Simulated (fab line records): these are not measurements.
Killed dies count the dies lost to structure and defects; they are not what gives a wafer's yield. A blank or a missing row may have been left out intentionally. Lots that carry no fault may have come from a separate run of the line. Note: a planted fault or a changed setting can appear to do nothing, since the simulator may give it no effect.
Matching of chambers :: flow berkeleyCmos170 :: rieDiel-02 running UCB170_V1_ETCH_14: 4 sister chambers
The step etches SiO2 in CHF3/CF4/Ar, stops on Al, target depth 1250 nm, time 291 s. 16 wafers are shown with their chamber, then 8 later ones without.

## WAFERS PAIRED WITH THEIR CHAMBERS
wafer: L626.1
chamber: 2
drypumpMotorCurrentA (A): 6.10
throttleValvePct (%): 6.87
oesProductAu (a.u.): 0.883

wafer: L626.2
chamber: 3
drypumpMotorCurrentA (A): 5.64
throttleValvePct (%): 6.88
oesProductAu (a.u.): 0.882

wafer: L626.5
chamber: 2
drypumpMotorCurrentA (A): 6.09
throttleValvePct (%): 6.88
oesProductAu (a.u.): 0.883

wafer: L628.2
chamber: 3
drypumpMotorCurrentA (A): 5.66
throttleValvePct (%): 6.88
oesProductAu (a.u.): 0.873

wafer: L628.5
chamber: 3
drypumpMotorCurrentA (A): 5.63
throttleValvePct (%): 6.88
oesProductAu (a.u.): 0.887

wafer: L628.6
chamber: 1
drypumpMotorCurrentA (A): 5.64
throttleValvePct (%): 6.97
oesProductAu (a.u.): 0.851

wafer: L629.2
chamber: 0
drypumpMotorCurrentA (A): 6.11
throttleValvePct (%): 7.11
oesProductAu (a.u.): 0.869

wafer: L629.4
chamber: 3
drypumpMotorCurrentA (A): 5.62
throttleValvePct (%): 6.89
oesProductAu (a.u.): 0.895

wafer: L629.6
chamber: 0
drypumpMotorCurrentA (A): 6.13
throttleValvePct (%): 7.12
oesProductAu (a.u.): 0.868

wafer: L634.1
chamber: 2
drypumpMotorCurrentA (A): 6.11
throttleValvePct (%): 6.88
oesProductAu (a.u.): 0.879

wafer: L634.4
chamber: 1
drypumpMotorCurrentA (A): 5.64
throttleValvePct (%): 6.97
oesProductAu (a.u.): 0.858

wafer: L634.5
chamber: 0
drypumpMotorCurrentA (A): 6.11
throttleValvePct (%): 7.14
oesProductAu (a.u.): 0.863

wafer: L640.1
chamber: 2
drypumpMotorCurrentA (A): 6.09
throttleValvePct (%): 6.87
oesProductAu (a.u.): 0.881

wafer: L640.2
chamber: 0
drypumpMotorCurrentA (A): 6.14
throttleValvePct (%): 7.13
oesProductAu (a.u.): 0.858

wafer: L640.4
chamber: 0
drypumpMotorCurrentA (A): 6.13
throttleValvePct (%): 7.13
oesProductAu (a.u.): 0.865

wafer: L643.3
chamber: 2
drypumpMotorCurrentA (A): 6.08
throttleValvePct (%): 6.88
oesProductAu (a.u.): 0.880

SIGNATURES, as means of the wafers listed above
reading: drypumpMotorCurrentA
chamber 0: 6.1240
chamber 1: 5.6400
chamber 2: 6.0940
chamber 3: 5.6375
scatter within a chamber: 0.0133

reading: throttleValvePct
chamber 0: 7.1260
chamber 1: 6.9700
chamber 2: 6.8760
chamber 3: 6.8825
scatter within a chamber: 0.00772

reading: oesProductAu
chamber 0: 0.86460
chamber 1: 0.85450
chamber 2: 0.88120
chamber 3: 0.88425
scatter within a chamber: 0.00555
Rule: distance of a wafer from a chamber = root of the sum over the readings of ((wafer's reading minus chamber's mean) / reading's scatter) squared. If the next closest chamber is less than 2 further off than the closest, the wafer can't be placed; otherwise it belongs to the closest. The scatter: take each reading less its chamber's mean, square it, sum over the shown wafers, divide by the number of wafers less the number of chambers, and take the root.

## WAFERS WITHOUT THEIR CHAMBER
wafer: L643.4
drypumpMotorCurrentA (A): 5.63
throttleValvePct (%): 6.97
oesProductAu (a.u.): 0.860

wafer: L643.5
drypumpMotorCurrentA (A): 6.07
throttleValvePct (%): 6.88
oesProductAu (a.u.): 0.877

wafer: L647.1
drypumpMotorCurrentA (A): 5.65
throttleValvePct (%): 6.88
oesProductAu (a.u.): 0.886

wafer: L647.3
drypumpMotorCurrentA (A): 6.12
throttleValvePct (%): 7.13
oesProductAu (a.u.): 0.875

wafer: L647.5
drypumpMotorCurrentA (A): 5.62
throttleValvePct (%): 6.99
oesProductAu (a.u.): 0.856

wafer: L648.1
drypumpMotorCurrentA (A): 6.08
throttleValvePct (%): 6.87
oesProductAu (a.u.): 0.880

wafer: L648.2
drypumpMotorCurrentA (A): 6.12
throttleValvePct (%): 7.13
oesProductAu (a.u.): 0.865

wafer: L648.6
drypumpMotorCurrentA (A): 6.13
throttleValvePct (%): 7.13
oesProductAu (a.u.): 0.872

## CHAMBER TAKEN BY EACH
wafer: L643.4
from the rows above: 1
in truth: 1

wafer: L643.5
from the rows above: 2
in truth: 2

wafer: L647.1
from the rows above: 3
in truth: 3

wafer: L647.3
from the rows above: 0
in truth: 0

wafer: L647.5
from the rows above: 1
in truth: 1

wafer: L648.1
from the rows above: 2
in truth: 2

wafer: L648.2
from the rows above: 0
in truth: 0

wafer: L648.6
from the rows above: 0
in truth: 0
Placed correctly: 8 of 8. From these rows, 0 cannot be placed. Placed wrongly: 0.
